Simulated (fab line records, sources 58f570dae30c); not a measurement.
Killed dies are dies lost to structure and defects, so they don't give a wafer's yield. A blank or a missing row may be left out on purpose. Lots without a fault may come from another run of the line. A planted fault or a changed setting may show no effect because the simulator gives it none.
Split-lot experiment | flow berkeley_cmos170 | 5 lots, 23 wafers read, on a route of 331 steps

THE SPLIT
At UCB170_M2_METAL_ETCH_18 (etches Al in Cl2/BCl3, stops on SiO2, target depth 1170 nm, time 195 s), the setting icp_w was moved away from the recipe's 600 W on 7 of the 23 wafers read, by -6.8% to +10.7%. The other wafers ran this setting at the recipe's value.

The file shows no step between the split and the reading.

THE READING
oes_product_au, in a.u., at UCB170_M2_STRIP_19 (strips in O2). Fault-free wafers of this fab line usually give 0.550 a.u., standard deviation 0.015 a.u..

wafer  | tool, chamber at the split | icp_w as run, W | against the recipe | oes_product_au, a.u. | against lot-mates on the recipe
L075.1 | rie_metal-01, 0            | 600             | recipe             | 0.529                | -
L075.3 | rie_metal-01, 0            | 664.5           | +10.7%             | 0.475                | -0.065
L075.4 | rie_metal-01, 1            | 600             | recipe             | 0.553                | -
L075.5 | rie_metal-01, 0            | 664.5           | +10.7%             | 0.469                | -0.071
L075.6 | rie_metal-01, 1            | 600             | recipe             | 0.538                | -
L077.1 | rie_metal-02, 0            | 647.6           | +7.9%              | 0.491                | -0.042
L077.2 | rie_metal-02, 1            | 600             | recipe             | 0.527                | -
L077.3 | rie_metal-02, 0            | 647.6           | +7.9%              | 0.482                | -0.051
L077.4 | rie_metal-02, 1            | 600             | recipe             | 0.532                | -
L077.5 | rie_metal-02, 0            | 600             | recipe             | 0.541                | -
L078.1 | rie_metal-03, 0            | 600             | recipe             | 0.575                | -
L078.3 | rie_metal-03, 0            | 600             | recipe             | 0.583                | -
L078.6 | rie_metal-03, 0            | 600             | recipe             | 0.578                | -
L080.1 | rie_metal-03, 0            | 559.4           | -6.8%              | 0.608                | +0.048
L080.2 | rie_metal-03, 1            | 559.4           | -6.8%              | 0.590                | +0.030
L080.3 | rie_metal-03, 0            | 600             | recipe             | 0.562                | -
L080.4 | rie_metal-03, 1            | 600             | recipe             | 0.558                | -
L080.5 | rie_metal-03, 0            | 559.4           | -6.8%              | 0.610                | +0.050
L082.1 | rie_metal-03, 1            | 600             | recipe             | 0.551                | -
L082.2 | rie_metal-03, 0            | 600             | recipe             | 0.563                | -
L082.3 | rie_metal-03, 0            | 600             | recipe             | 0.576                | -
L082.5 | rie_metal-03, 1            | 600             | recipe             | 0.553                | -
L082.6 | rie_metal-03, 0            | 600             | recipe             | 0.564                | -

THE FIT
A straight line over all 23 wafers: oes_product_au changes by -0.00773 a.u. for each +1% of icp_w; r = -0.92; the points scatter about the line by 0.016 a.u..
The same after taking each lot's own level away (the mean of its wafers on the recipe; 23 wafers): -0.00622 a.u. for each +1%; r = -0.97; scatter 0.0074 a.u..
On that fit, the largest move of icp_w shifts the reading by 0.067 a.u..
The lots' own levels span 0.5333 to 0.5787 a.u., that is 3.0 times the standard deviation above.
So the lot-to-lot level changes the slope: the two fits differ.
Check: with one of the wafers moved furthest among these (+10.7%) left out of the fit, the line predicts -0.0672 a.u. for it against its lot-mates. It came out at -0.065 a.u. against them.
Tool readings at the split's step, against how far the setting was moved: oes_product_au r = -0.42.

OTHER SPLITS ON THESE WAFERS
These wafers also went through other splits before the reading. Each is held against what the fit with the lots' levels taken away leaves over:
other split on the same wafers | wafers away from the commonest value | r with oes_product_au (lot level and that fit taken away)
UCB170_M1_ETCH_11 source_w     | 5                                    | +0.14
UCB170_M2_SPUTTER_01 power_w   | 10                                   | +0.07

THE WHOLE CHAIN: every reading that the file lists as answering this split, in the file's order
step                    | what it does                                                           | reading                                                                   | change (the file's fit)                   | r (the file's)
UCB170_M2_METAL_ETCH_18 | etches Al in Cl2/BCl3, stops on SiO2, target depth 1170 nm, time 195 s | KrF_of_M2_COAT_10.thk_nm (the simulator's own value, which no gauge read) | -6.35 nm for each +1% of the setting      | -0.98
UCB170_M2_METAL_ETCH_18 | etches Al in Cl2/BCl3, stops on SiO2, target depth 1170 nm, time 195 s | SiO2_of_V1_CVD_00.thk_nm (the simulator's own value, which no gauge read) | -0.666 nm for each +1% of the setting     | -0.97
UCB170_M2_STRIP_19      | strips in O2                                                           | oes_product_au                                                            | -0.00617 a.u. for each +1% of the setting | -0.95

THE FILE'S OWN FIT
oes_product_au changes by -0.00617 a.u. for each +1% of icp_w, r = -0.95.
